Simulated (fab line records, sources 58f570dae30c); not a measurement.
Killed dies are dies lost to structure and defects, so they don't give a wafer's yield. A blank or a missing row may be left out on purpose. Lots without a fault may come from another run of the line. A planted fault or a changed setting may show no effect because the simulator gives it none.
One fault seen from 2 desks | flow berkeley_cmos170 | each desk has only its own numbers; what lay behind them comes last

THE METROLOGY DESK
What the gauges read, lot by lot, whatever tool the lot ran on: means of the sampled wafers that have a number. A lot is out of limits, marked OUT, if its mean lies more than 4 standard deviations from the usual mean; the brackets give that distance.
Columns: A = CONTACT_PSG_THK at UCB170_CONTACT_THK_MEAS_02, usual 698 nm
lot  | first seen here | A
L460 | day 6 18:31     | 698
L461 | day 7 07:14     | 699
L462 | day 7 07:14     | 705
L463 | day 7 07:55     | 693
L464 | day 7 16:06     | 692
L465 | day 7 16:33     | 691
L467 | day 7 16:34     | 699
L468 | day 8 09:44     | 702
L472 | day 9 12:01     | 694
L474 | day 10 03:31    | 609 (-14) OUT
L475 | day 10 11:09    | 630 (-10) OUT
L477 | day 10 16:40    | 711
L480 | day 11 01:19    | 698
L481 | day 11 12:15    | 697
This desk's finding: out of limits on L474, L475; first on L474, day 10 03:31 (CONTACT_PSG_THK at UCB170_CONTACT_THK_MEAS_02). In limits: L460, L461, L462, L463, L464, L465, L467, L468, L472, L477, L480, L481.

THE TOOL OWNER'S DESK: lpcvd-01
The tool's own readings at UCB170_CONTACT_CVD_01 (deposits PSG from SiH4/O2/PH3, target thk 700 nm, time 2820 s): means of the sampled wafers that have a number, for each lot that ran on this tool. A lot is out of limits, marked OUT, if its mean lies more than 4 standard deviations from the usual mean; the brackets give that distance.
Columns: A = o2_flow_sccm at UCB170_CONTACT_CVD_01, usual 89.99 sccm; B = ph3_flow_sccm at UCB170_CONTACT_CVD_01, usual 24.99 sccm; C = spike_tc_centre_C at UCB170_CONTACT_CVD_01, usual 452.6 C; D = spike_tc_load_C at UCB170_CONTACT_CVD_01, usual 470 C; E = spike_tc_source_C at UCB170_CONTACT_CVD_01, usual 468.4 C; F = susceptor_temp_C at UCB170_CONTACT_CVD_01, usual 449.97 C
lot  | first seen here | A     | B     | C               | D              | E                | F
L460 | day 6 16:43     | 89.67 | 24.99 | 452.4           | 470            | 465.8            | 450.02
L461 | day 7 05:26     | 89.47 | 24.91 | 451.9           | 469            | 464.1            | 450.01
L462 | day 7 05:26     | 90.15 | 24.96 | 453.4           | 467            | 472.1            | 450.00
L465 | day 7 14:46     | 89.89 | 24.99 | 452.6           | 468            | 470.7            | 449.89
L467 | day 7 14:46     | 89.86 | 24.95 | 451.7           | 466            | 470.2            | 450.07
L468 | day 8 07:56     | 90.13 | 25.08 | 453.0           | 470            | 464.3            | 449.79
L474 | day 10 01:44    | 90.41 | 25.00 | 440.8 (-11) OUT | 454 (-4.6) OUT | 459.0            | 436.75 (-60) OUT
L475 | day 10 09:21    | 90.10 | 25.08 | 440.2 (-11) OUT | 454 (-4.7) OUT | 457.0 (-4.1) OUT | 436.62 (-61) OUT
This desk's finding: out of limits on L474, L475; first on L474, day 10 01:44 (spike_tc_centre_C at UCB170_CONTACT_CVD_01). In limits: L460, L461, L462, L465, L467, L468.

PUT TOGETHER
The tool owner's desk could have raised an alarm at day 10 01:44, on L474, L475.
The metrology desk could have raised an alarm at day 10 03:31, on L474, L475.
Of the lots named, all ran UCB170_CONTACT_CVD_01 on lpcvd-01.

WHAT THE SIMULATOR HAD PUT IN
Process parameter drift: lpcvd-01, from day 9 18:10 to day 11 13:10, at UCB170_CONTACT_CVD_01. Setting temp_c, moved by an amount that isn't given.
Lots struck among those shown: L474, L475.
Hours from the fault's start to each desk's first reading out of limits: the tool owner's desk, 8; the metrology desk, 9.
